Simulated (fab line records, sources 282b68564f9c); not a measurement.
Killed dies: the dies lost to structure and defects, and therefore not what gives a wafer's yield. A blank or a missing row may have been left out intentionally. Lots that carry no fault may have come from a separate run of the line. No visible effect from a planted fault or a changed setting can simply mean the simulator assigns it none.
fab line records / flow ritCmos
record: lots: 14 wafers: 42 lastDay: 7
route steps=202 shown M1@196
lots untouched by any fault: they come from a run of this same line in which no faults occurred
startH: start of the lot's first displayed wafer, in hours after the record's first day / waitH: hours since the lot's step before / " identical to the entry in the row above / L1.1+2: several wafers, shown together as one row / - no value, or no start given / * or withheld: withheld / < > ~ a bound
route shown NAME@n: NAME is a module with steps in the file, n the number in the route of the first one / usual: mean/standard deviation of fault-free wafers / same: alike in all rows / chamber/n: place in a boat / sites: per-site readings / _std_site: standard deviation across them / _edge_site: mean of outer sites minus mean of inner sites / radiusMm: how far each site lies from the wafer's centre / mask NAME#n: copy n / behind: tool/chamber where the wafer was last shaped / hold: why the lot went on hold/how many hours it stayed there/how the hold came to an end / device: whichever transistor did not switch (one of n, p or np) / end of line: at the end of the route, the tests of the same wafers / a step with no rows: only its recipe / killed: at the first sort, the dies lost to defects and structure; wafer yield is something else / map: a wafer's dies, x killed, . not, _ none there
set.NAME: the run value of the setting; set.NAME@STEP: its run value at that earlier step / model.NAME: the simulator's own value behind a step, which no gauge read
one table for each step of the route and one row for each wafer, over a sample of lots
services: the hour from which a tool's chamber was out of use, counted from the record's first day as startH (under 0 if before that day), plus the number of hours and why
== steps ==
step: RIT_M1_METAL_ETCH_12
recipe: stopOn: SiO2 chemistry: Cl2/BCl3 target: Al timeS: 165 overEtchFrac: 0.5 pressureMtorr: 100 targetDepthA: 6000 rfW: 250 Cl2_flow_sccm: 60 bcl3FlowSccm: 50
usual: drypumpMotorCurrentA: 5.6/0.47 oesProductAu: 0.779/0.012 runLengthS: 193.2/0.52 throttleValvePct: 8.21/0.11
lot.wafer=L458.1 tool=rieMetal-02 chamber=0 startH=59.59 waitH=0.2 drypumpMotorCurrentA=5.8 oesProductAu=0.759 rfHoursCounterH=33 runLengthS=193.5 throttleValvePct=8.28
lot.wafer=L458.2 tool=rieMetal-02 chamber=1 startH=59.59 waitH=0.2 drypumpMotorCurrentA=5.0 oesProductAu=0.782 rfHoursCounterH=35 runLengthS=193.3 throttleValvePct=8.39
lot.wafer=L458.4 tool=rieMetal-02 chamber=0 startH=59.59 waitH=0.2 drypumpMotorCurrentA=5.7 oesProductAu=0.765 rfHoursCounterH=- runLengthS=193.7 throttleValvePct=8.28
lot.wafer=L459.2 tool=rieMetal-03 chamber=0 startH=65.37 waitH=0.2 drypumpMotorCurrentA=5.4 oesProductAu=0.786 rfHoursCounterH=2 runLengthS=193.4 throttleValvePct=8.13
lot.wafer=L459.4 tool=rieMetal-03 chamber=1 startH=65.37 waitH=0.2 drypumpMotorCurrentA=6.6 oesProductAu=0.784 rfHoursCounterH=- runLengthS=192.8 throttleValvePct=8.18
lot.wafer=L459.5 tool=rieMetal-03 chamber=0 startH=65.37 waitH=0.2 drypumpMotorCurrentA=5.4 oesProductAu=0.790 rfHoursCounterH=- runLengthS=193.3 throttleValvePct=8.12
lot.wafer=L460.1 tool=rieMetal-01 chamber=0 startH=72.00 waitH=0.2 drypumpMotorCurrentA=5.4 oesProductAu=0.776 rfHoursCounterH=4 runLengthS=193.7 throttleValvePct=8.07
lot.wafer=L460.3 tool=rieMetal-01 chamber=0 startH=72.00 waitH=0.2 drypumpMotorCurrentA=5.4 oesProductAu=0.773 rfHoursCounterH=- runLengthS=193.9 throttleValvePct=8.07
lot.wafer=L460.5 tool=rieMetal-01 chamber=1 startH=72.00 waitH=0.2 drypumpMotorCurrentA=5.7 oesProductAu=0.782 rfHoursCounterH=- runLengthS=192.6 throttleValvePct=8.28
lot.wafer=L463.4 tool=rieMetal-01 chamber=0 startH=85.04 waitH=0.1 drypumpMotorCurrentA=5.4 oesProductAu=0.776 rfHoursCounterH=- runLengthS=193.5 throttleValvePct=8.07
lot.wafer=L463.5 tool=rieMetal-01 chamber=1 startH=85.04 waitH=0.1 drypumpMotorCurrentA=5.7 oesProductAu=0.776 rfHoursCounterH=- runLengthS=192.8 throttleValvePct=8.27
lot.wafer=L463.6 tool=rieMetal-01 chamber=0 startH=85.04 waitH=0.1 drypumpMotorCurrentA=5.4 oesProductAu=0.779 rfHoursCounterH=- runLengthS=193.6 throttleValvePct=8.07
lot.wafer=L464.1 tool=rieMetal-02 chamber=0 startH=92.32 waitH=0.2 drypumpMotorCurrentA=5.7 oesProductAu=0.763 rfHoursCounterH=33 runLengthS=193.3 throttleValvePct=8.28
lot.wafer=L464.2 tool=rieMetal-02 chamber=1 startH=92.32 waitH=0.2 drypumpMotorCurrentA=5.0 oesProductAu=0.778 rfHoursCounterH=35 runLengthS=193.9 throttleValvePct=8.40
lot.wafer=L464.5 tool=rieMetal-02 chamber=1 startH=92.32 waitH=0.2 drypumpMotorCurrentA=5.0 oesProductAu=0.785 rfHoursCounterH=- runLengthS=193.2 throttleValvePct=8.40
lot.wafer=L465.3 tool=rieMetal-03 chamber=0 startH=101.14 waitH=0.2 drypumpMotorCurrentA=5.4 oesProductAu=0.793 rfHoursCounterH=- runLengthS=193.6 throttleValvePct=8.13
lot.wafer=L465.4 tool=rieMetal-03 chamber=1 startH=101.14 waitH=0.2 drypumpMotorCurrentA=6.5 oesProductAu=0.793 rfHoursCounterH=- runLengthS=192.5 throttleValvePct=8.18
lot.wafer=L465.6 tool=rieMetal-03 chamber=1 startH=101.14 waitH=0.2 drypumpMotorCurrentA=6.6 oesProductAu=0.788 rfHoursCounterH=- runLengthS=192.3 throttleValvePct=8.18
lot.wafer=L468.2 tool=rieMetal-02 chamber=0 startH=114.99 waitH=0.2 drypumpMotorCurrentA=5.7 oesProductAu=0.764 rfHoursCounterH=33 runLengthS=192.9 throttleValvePct=8.26
lot.wafer=L468.4 tool=rieMetal-02 chamber=1 startH=114.99 waitH=0.2 drypumpMotorCurrentA=5.0 oesProductAu=0.777 rfHoursCounterH=- runLengthS=193.0 throttleValvePct=8.40
lot.wafer=L468.6 tool=rieMetal-02 chamber=1 startH=114.99 waitH=0.2 drypumpMotorCurrentA=5.0 oesProductAu=0.779 rfHoursCounterH=- runLengthS=193.2 throttleValvePct=8.40
lot.wafer=L467.2 tool=rieMetal-03 chamber=1 startH=117.37 waitH=0.2 drypumpMotorCurrentA=6.5 oesProductAu=0.799 rfHoursCounterH=3 runLengthS=192.7 throttleValvePct=8.18
lot.wafer=L467.4 tool=rieMetal-03 chamber=1 startH=117.37 waitH=0.2 drypumpMotorCurrentA=6.6 oesProductAu=0.794 rfHoursCounterH=- runLengthS=192.5 throttleValvePct=8.19
lot.wafer=L467.5 tool=rieMetal-03 chamber=1 startH=117.37 waitH=0.2 drypumpMotorCurrentA=6.5 oesProductAu=0.799 rfHoursCounterH=- runLengthS=192.3 throttleValvePct=8.17
lot.wafer=L469.2 tool=rieMetal-01 chamber=1 startH=118.80 waitH=0.2 drypumpMotorCurrentA=5.7 oesProductAu=0.767 rfHoursCounterH=4 runLengthS=192.7 throttleValvePct=8.26
lot.wafer=L469.4 tool=rieMetal-01 chamber=1 startH=118.80 waitH=0.2 drypumpMotorCurrentA=5.7 oesProductAu=0.767 rfHoursCounterH=- runLengthS=192.7 throttleValvePct=8.28
lot.wafer=L469.5 tool=rieMetal-01 chamber=0 startH=118.80 waitH=0.2 drypumpMotorCurrentA=5.4 oesProductAu=0.765 rfHoursCounterH=- runLengthS=194.4 throttleValvePct=8.09
lot.wafer=L471.2 tool=rieMetal-03 chamber=0 startH=135.32 waitH=0.2 drypumpMotorCurrentA=5.4 oesProductAu=0.791 rfHoursCounterH=3 runLengthS=193.6 throttleValvePct=8.10
lot.wafer=L471.3 tool=rieMetal-03 chamber=0 startH=135.32 waitH=0.2 drypumpMotorCurrentA=5.4 oesProductAu=0.796 rfHoursCounterH=- runLengthS=193.8 throttleValvePct=8.12
lot.wafer=L471.5 tool=rieMetal-03 chamber=1 startH=135.32 waitH=0.2 drypumpMotorCurrentA=6.5 oesProductAu=0.778 rfHoursCounterH=- runLengthS=192.2 throttleValvePct=8.19
lot.wafer=L474.2 tool=rieMetal-01 chamber=1 startH=146.39 waitH=0.2 drypumpMotorCurrentA=5.7 oesProductAu=0.767 rfHoursCounterH=5 runLengthS=192.8 throttleValvePct=8.29
lot.wafer=L474.4 tool=rieMetal-01 chamber=1 startH=146.39 waitH=0.2 drypumpMotorCurrentA=5.6 oesProductAu=0.789 rfHoursCounterH=- runLengthS=192.9 throttleValvePct=8.26
lot.wafer=L474.6 tool=rieMetal-01 chamber=0 startH=146.39 waitH=0.2 drypumpMotorCurrentA=5.4 oesProductAu=0.680 rfHoursCounterH=- runLengthS=240.0 throttleValvePct=8.09
lot.wafer=L476.4 tool=rieMetal-01 chamber=1 startH=154.99 waitH=0.1 drypumpMotorCurrentA=5.6 oesProductAu=0.773 rfHoursCounterH=- runLengthS=192.9 throttleValvePct=8.26
lot.wafer=L476.5 tool=rieMetal-01 chamber=0 startH=154.99 waitH=0.1 drypumpMotorCurrentA=5.4 oesProductAu=0.690 rfHoursCounterH=- runLengthS=240.2 throttleValvePct=8.10
lot.wafer=L476.6 tool=rieMetal-01 chamber=1 startH=154.99 waitH=0.1 drypumpMotorCurrentA=5.7 oesProductAu=0.771 rfHoursCounterH=- runLengthS=192.7 throttleValvePct=8.26
lot.wafer=L477.2 tool=rieMetal-02 chamber=1 startH=158.40 waitH=0.2 drypumpMotorCurrentA=5.0 oesProductAu=0.752 rfHoursCounterH=0 runLengthS=193.4 throttleValvePct=8.40
lot.wafer=L477.4 tool=rieMetal-02 chamber=1 startH=158.40 waitH=0.2 drypumpMotorCurrentA=5.0 oesProductAu=0.768 rfHoursCounterH=- runLengthS=193.7 throttleValvePct=8.41
lot.wafer=L477.5 tool=rieMetal-02 chamber=0 startH=158.40 waitH=0.2 drypumpMotorCurrentA=5.8 oesProductAu=0.773 rfHoursCounterH=- runLengthS=193.4 throttleValvePct=8.30
lot.wafer=L480.2 tool=rieMetal-02 chamber=1 startH=170.69 waitH=0.2 drypumpMotorCurrentA=5.0 oesProductAu=0.757 rfHoursCounterH=0 runLengthS=193.3 throttleValvePct=8.40
lot.wafer=L480.5 tool=rieMetal-02 chamber=1 startH=170.69 waitH=0.2 drypumpMotorCurrentA=5.0 oesProductAu=0.764 rfHoursCounterH=- runLengthS=193.8 throttleValvePct=8.40
lot.wafer=L480.6 tool=rieMetal-02 chamber=0 startH=170.69 waitH=0.2 drypumpMotorCurrentA=5.7 oesProductAu=0.774 rfHoursCounterH=- runLengthS=192.8 throttleValvePct=8.27
step: RIT_M1_CD_MEAS_90
recipe: targetCdNm: 2600
usual: cdNm: 2598/3.1
lot.wafer=L458.1 tool=cdSem-02 chamber=- startH=60.10 waitH=0.1 cdNm=2598
lot.wafer=L458.2 tool=cdSem-02 chamber=- startH=60.10 waitH=0.1 cdNm=2601
lot.wafer=L458.4 tool=cdSem-02 chamber=- startH=60.10 waitH=0.1 cdNm=2599
lot.wafer=L459.2 tool=cdSem-01 chamber=- startH=65.92 waitH=0.1 cdNm=2604
lot.wafer=L459.4 tool=cdSem-01 chamber=- startH=65.92 waitH=0.1 cdNm=2599
lot.wafer=L459.5 tool=cdSem-01 chamber=- startH=65.92 waitH=0.1 cdNm=2601
lot.wafer=L460.1 tool=cdSem-01 chamber=- startH=72.53 waitH=0.1 cdNm=2592
lot.wafer=L460.3 tool=cdSem-01 chamber=- startH=72.53 waitH=0.1 cdNm=2591
lot.wafer=L460.5 tool=cdSem-01 chamber=- startH=72.53 waitH=0.1 cdNm=2598
lot.wafer=L463.4 tool=cdSem-01 chamber=- startH=85.56 waitH=0.1 cdNm=2597
lot.wafer=L463.5 tool=cdSem-01 chamber=- startH=85.56 waitH=0.1 cdNm=2606
lot.wafer=L463.6 tool=cdSem-01 chamber=- startH=85.56 waitH=0.1 cdNm=2599
lot.wafer=L464.1 tool=cdSem-01 chamber=- startH=92.83 waitH=0.1 cdNm=2597
lot.wafer=L464.2 tool=cdSem-01 chamber=- startH=92.83 waitH=0.1 cdNm=2601
lot.wafer=L464.5 tool=cdSem-01 chamber=- startH=92.83 waitH=0.1 cdNm=2599
lot.wafer=L465.3 tool=cdSem-02 chamber=- startH=101.64 waitH=0.1 cdNm=2602
lot.wafer=L465.4 tool=cdSem-02 chamber=- startH=101.64 waitH=0.1 cdNm=2599
lot.wafer=L465.6 tool=cdSem-02 chamber=- startH=101.64 waitH=0.1 cdNm=2597
lot.wafer=L468.2 tool=cdSem-02 chamber=- startH=115.53 waitH=0.1 cdNm=2596
lot.wafer=L468.4 tool=cdSem-02 chamber=- startH=115.53 waitH=0.1 cdNm=2598
lot.wafer=L468.6 tool=cdSem-02 chamber=- startH=115.53 waitH=0.1 cdNm=2599
lot.wafer=L467.2 tool=cdSem-02 chamber=- startH=117.90 waitH=0.1 cdNm=2595
lot.wafer=L467.4 tool=cdSem-02 chamber=- startH=117.90 waitH=0.1 cdNm=2597
lot.wafer=L467.5 tool=cdSem-02 chamber=- startH=117.90 waitH=0.1 cdNm=2594
lot.wafer=L469.2 tool=cdSem-01 chamber=- startH=119.33 waitH=0.1 cdNm=2598
lot.wafer=L469.4 tool=cdSem-01 chamber=- startH=119.33 waitH=0.1 cdNm=2601
lot.wafer=L469.5 tool=cdSem-01 chamber=- startH=119.33 waitH=0.1 cdNm=2597
lot.wafer=L471.2 tool=cdSem-02 chamber=- startH=135.85 waitH=0.1 cdNm=2601
lot.wafer=L471.3 tool=cdSem-02 chamber=- startH=135.85 waitH=0.1 cdNm=2600
lot.wafer=L471.5 tool=cdSem-02 chamber=- startH=135.85 waitH=0.1 cdNm=2600
lot.wafer=L474.2 tool=cdSem-01 chamber=- startH=146.92 waitH=0.1 cdNm=2599
lot.wafer=L474.4 tool=cdSem-01 chamber=- startH=146.92 waitH=0.1 cdNm=2597
lot.wafer=L474.6 tool=cdSem-01 chamber=- startH=146.92 waitH=0.1 cdNm=2586
lot.wafer=L476.4 tool=cdSem-02 chamber=- startH=155.51 waitH=0.1 cdNm=2598
lot.wafer=L476.5 tool=cdSem-02 chamber=- startH=155.51 waitH=0.1 cdNm=2585
lot.wafer=L476.6 tool=cdSem-02 chamber=- startH=155.51 waitH=0.1 cdNm=2596
lot.wafer=L477.2 tool=cdSem-01 chamber=- startH=159.11 waitH=0.1 cdNm=2590
lot.wafer=L477.4 tool=cdSem-01 chamber=- startH=159.11 waitH=0.1 cdNm=2594
lot.wafer=L477.5 tool=cdSem-01 chamber=- startH=159.11 waitH=0.1 cdNm=2595
lot.wafer=L480.2 tool=cdSem-01 chamber=- startH=171.22 waitH=0.1 cdNm=2593
lot.wafer=L480.5 tool=cdSem-01 chamber=- startH=171.22 waitH=0.1 cdNm=2593
lot.wafer=L480.6 tool=cdSem-01 chamber=- startH=171.22 waitH=0.1 cdNm=2599
step: RIT_M1_PROBE_99
usual: defectLimitedYield: 97.5/1.2 killed_at_M0_to_M3: 0.0/0.12 killedAtContacts: 0.1/0.23 killedAtFrontEnd: 7/3 killedDies: 7/3.1 killedOnRim: 1.9/1.5 killedOpen: 3.3/2.1 killedShort: 3.3/2 sort_bin_3_pad_short: 0.1/0.22 sort_bin_5_function: 1.4/0.8 sort_bin_6_memory: 1.0/0.65 sortNPass: 257/3.1 sortYieldPct: 97.5/1.2
same: grossDies: 264 killed_at_M4_up: 0 killedAtBackSide: 0 killedAtOther: 0
lot.wafer=L468.2 tool=prober-02 chamber=- startH=118.49 waitH=0.1 defectLimitedYield[%]=97.3 killed_at_M0_to_M3=0 killedAtContacts=0 killedAtFrontEnd=7 killedDies=7 killedOnRim=1 killedOpen=5 killedShort=2 sort_bin_3_pad_short[%]=0.4 sort_bin_5_function[%]=1.5 sort_bin_6_memory[%]=0.8 sortNPass=257 sortYieldPct[%]=97.3
lot.wafer=L468.4 tool=prober-02 chamber=- startH=118.59 waitH=0.2 defectLimitedYield[%]=98.9 killed_at_M0_to_M3=0 killedAtContacts=0 killedAtFrontEnd=3 killedDies=3 killedOnRim=1 killedOpen=0 killedShort=3 sort_bin_3_pad_short[%]=0.4 sort_bin_5_function[%]=0.4 sort_bin_6_memory[%]=0.4 sortNPass=261 sortYieldPct[%]=98.9
lot.wafer=L468.6 tool=prober-02 chamber=- startH=118.69 waitH=0.2 defectLimitedYield[%]=98.5 killed_at_M0_to_M3=0 killedAtContacts=0 killedAtFrontEnd=4 killedDies=4 killedOnRim=2 killedOpen=4 killedShort=0 sort_bin_3_pad_short[%]=0 sort_bin_5_function[%]=1.5 sort_bin_6_memory[%]=0 sortNPass=260 sortYieldPct[%]=98.5
lot.wafer=L467.2 tool=prober-01 chamber=- startH=120.53 waitH=0.1 defectLimitedYield[%]=96.6 killed_at_M0_to_M3=0 killedAtContacts=0 killedAtFrontEnd=9 killedDies=9 killedOnRim=3 killedOpen=4 killedShort=5 sort_bin_3_pad_short[%]=0 sort_bin_5_function[%]=1.9 sort_bin_6_memory[%]=1.5 sortNPass=255 sortYieldPct[%]=96.6
lot.wafer=L467.4 tool=prober-01 chamber=- startH=120.63 waitH=0.2 defectLimitedYield[%]=98.9 killed_at_M0_to_M3=0 killedAtContacts=0 killedAtFrontEnd=3 killedDies=3 killedOnRim=1 killedOpen=3 killedShort=0 sort_bin_3_pad_short[%]=0 sort_bin_5_function[%]=1.1 sort_bin_6_memory[%]=0 sortNPass=261 sortYieldPct[%]=98.9
lot.wafer=L467.5 tool=prober-01 chamber=- startH=120.68 waitH=0.2 defectLimitedYield[%]=95.5 killed_at_M0_to_M3=0 killedAtContacts=0 killedAtFrontEnd=12 killedDies=12 killedOnRim=4 killedOpen=8 killedShort=4 sort_bin_3_pad_short[%]=0.4 sort_bin_5_function[%]=2.3 sort_bin_6_memory[%]=1.9 sortNPass=252 sortYieldPct[%]=95.5
killed by level:class
L468.2 FOX1:geometricParticle:open=2 GATE:geometricParticle:open=2 FOX1:geometricParticle:short=1 GATE:geometricParticle:short=1 SPACER:geometricParticle:open=1
L468.4 FOX1:geometricParticle:short=1 GATE:geometricParticle:short=1 SILICIDE:geometricParticle:short=1
L468.6 FOX2:geometricParticle:open=2 REOX:geometricParticle:open=1 SPACER:geometricParticle:open=1
L467.2 FOX1:geometricParticle:short=2 REOX:geometricParticle:short=2 SPACER:geometricParticle:open=2 FOX2:geometricParticle:short=1 REOX:geometricParticle:open=1 SILICIDE:geometricParticle:open=1
L467.4 GATE:geometricParticle:open=1 SPACER:geometricParticle:open=1 SILICIDE:geometricParticle:open=1
L467.5 GATE:geometricParticle:open=3 REOX:geometricParticle:open=2 FOX1:geometricParticle:open=1 FOX1:geometricParticle:short=1 REOX:geometricParticle:short=1 SPACER:geometricParticle:open=1 SPACER:geometricParticle:short=1 SILICIDE:geometricParticle:open=1
== services ==
tool=rieMetal-02 chamber=- startH=52.43 hours=2.5 kind=repair
tool=rieMetal-03 chamber=0 startH=128.16 hours=3.1 kind=repair
tool=rieMetal-02 chamber=- startH=136.12 hours=20.0 kind=pm
tool=rieMetal-02 chamber=0 startH=136.12 hours=20.0 kind=ventCycle
tool=rieMetal-02 chamber=1 startH=136.12 hours=20.0 kind=ventCycle
tool=rieMetal-01 chamber=- startH=143.87 hours=0.9 kind=repair
tool=rieMetal-02 chamber=- startH=154.96 hours=0.6 kind=repair
tool=rieMetal-02 chamber=0 startH=156.12 hours=- kind=clean
tool=rieMetal-02 chamber=1 startH=156.12 hours=- kind=clean
== key ==
firstSign: step: RIT_M1_METAL_ETCH_12 reading: runLengthS direction: up sigmas: 89 usual: * struck: *
effect: step: RIT_M1_METAL_ETCH_12 reading: oesProductAu direction: down sigmas: 8 usual: 0.779 struck: 0.685
effect: step: RIT_M1_CD_MEAS_90 reading: cdNm direction: down sigmas: 3.9 usual: 2598 struck: 2586
metAt RIT_M1_METAL_ETCH_12
struckLots L474,L476
struckWafers L474.6,L476.5
onsetBetween 118.80 146.39
fault: kind: processParameterDrift tool: rieMetal-01 chamber: 0 onsetH: 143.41 steps: RIT_M1_METAL_ETCH_12 channel: timeS offset: * shape: step endH: 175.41 stated: *
